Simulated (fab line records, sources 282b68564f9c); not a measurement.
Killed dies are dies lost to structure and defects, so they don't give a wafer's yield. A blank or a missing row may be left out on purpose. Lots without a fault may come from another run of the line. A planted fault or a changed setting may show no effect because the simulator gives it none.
Split-lot experiment | flow rit_cmos | 5 lots, 23 wafers read, on a route of 202 steps

THE SPLIT
At RIT_NLDD_IMPLANT_08, the setting dose_cm2 was moved away from the recipe's 5e+14 on 11 of the 23 wafers read, by -7.1% to +6.4%. The other wafers ran this setting at the recipe's value.

FROM THE SPLIT TO THE READING: what the file shows between them, 1 step
- RIT_NLDD_STRIP_09: strips in O2, time 180 s

THE READING
NLDD_TW, at RIT_NLDD_TW_MEAS_10. Fault-free wafers of this fab line usually give 2522, standard deviation 23.

wafer  | tool, chamber at the split | dose_cm2 as run | against the recipe | NLDD_TW | against lot-mates on the recipe
L076.1 | implanter-04, 0            | 4.695e+14       | -6.1%              | 2464    | -48
L076.2 | implanter-04, 0            | 5e+14           | recipe             | 2511    | -
L076.3 | implanter-04, 0            | 4.695e+14       | -6.1%              | 2465    | -47
L076.4 | implanter-04, 0            | 4.695e+14       | -6.1%              | 2468    | -44
L076.6 | implanter-04, 0            | 5e+14           | recipe             | 2513    | -
L078.2 | implanter-02, 0            | 5e+14           | recipe             | 2509    | -
L078.3 | implanter-02, 0            | 4.643e+14       | -7.1%              | 2472    | -39
L078.4 | implanter-02, 0            | 4.643e+14       | -7.1%              | 2466    | -45
L078.5 | implanter-02, 0            | 5e+14           | recipe             | 2513    | -
L078.6 | implanter-02, 0            | 4.643e+14       | -7.1%              | 2462    | -49
L080.2 | implanter-01, 0            | 5e+14           | recipe             | 2539    | -
L080.3 | implanter-01, 0            | 5e+14           | recipe             | 2546    | -
L080.5 | implanter-01, 0            | 5e+14           | recipe             | 2558    | -
L081.1 | implanter-04, 0            | 5.321e+14       | +6.4%              | 2530    | +38
L081.2 | implanter-04, 0            | 5e+14           | recipe             | 2491    | -
L081.3 | implanter-04, 0            | 5.321e+14       | +6.4%              | 2550    | +58
L081.5 | implanter-04, 0            | 5e+14           | recipe             | 2490    | -
L081.6 | implanter-04, 0            | 5e+14           | recipe             | 2494    | -
L084.1 | implanter-02, 0            | 5e+14           | recipe             | 2509    | -
L084.2 | implanter-02, 0            | 4.759e+14       | -4.8%              | 2483    | -25
L084.3 | implanter-02, 0            | 4.759e+14       | -4.8%              | 2490    | -18
L084.4 | implanter-02, 0            | 5e+14           | recipe             | 2507    | -
L084.5 | implanter-02, 0            | 4.759e+14       | -4.8%              | 2461    | -47

THE FIT
A straight line over all 23 wafers: NLDD_TW changes by +6.3 for each +1% of dose_cm2; r = +0.82; the points scatter about the line by 18.
The same after taking each lot's own level away (the mean of its wafers on the recipe; 23 wafers): +6.94 for each +1%; r = +0.97; scatter 7.2.
On that fit, the largest move of dose_cm2 shifts the reading by 50.
The lots' own levels span 2491.7 to 2547.7, that is 2.4 times the standard deviation above.
So the lot-to-lot level changes the slope little: the two slopes agree.
Check: with one of the wafers moved furthest among these (-7.1%) left out of the fit, the line predicts -50 for it against its lot-mates. It came out at -39 against them.

OTHER SPLITS ON THESE WAFERS
These wafers also went through other splits before the reading. Each is held against what the fit with the lots' levels taken away leaves over:
other split on the same wafers   | wafers away from the commonest value | r with NLDD_TW (lot level and that fit taken away)
RIT_ACTIVE_CVD_03 temp_c         | 18                                   | -0.03
RIT_ACTIVE_COAT_06 spin_rpm      | 8                                    | -0.15
RIT_ACTIVE_ETCH_13 time_s        | 8                                    | +0.04
RIT_FOX2_CLEAN_02 time_s         | 18                                   | -0.21
RIT_NWELL_COAT_01 resist_thk_nm  | 7                                    | -0.10
RIT_NWELL_HARDBAKE_07 temp_c     | 10                                   | -0.05
RIT_PWELL_IMPLANT_08 energy_kev  | 8                                    | +0.04
RIT_PRETRO_COAT_01 spin_rpm      | 8                                    | -0.15
RIT_PRETRO_IMPLANT_08 energy_kev | 10                                   | -0.33
RIT_GATE_CVD_08 sih4_flow_sccm   | 18                                   | +0.19
RIT_REOX_OXIDATION_03 temp_c     | 15                                   | -0.10

THE FILE'S OWN FIT
NLDD_TW changes by +6.93 for each +1% of dose_cm2, r = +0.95.
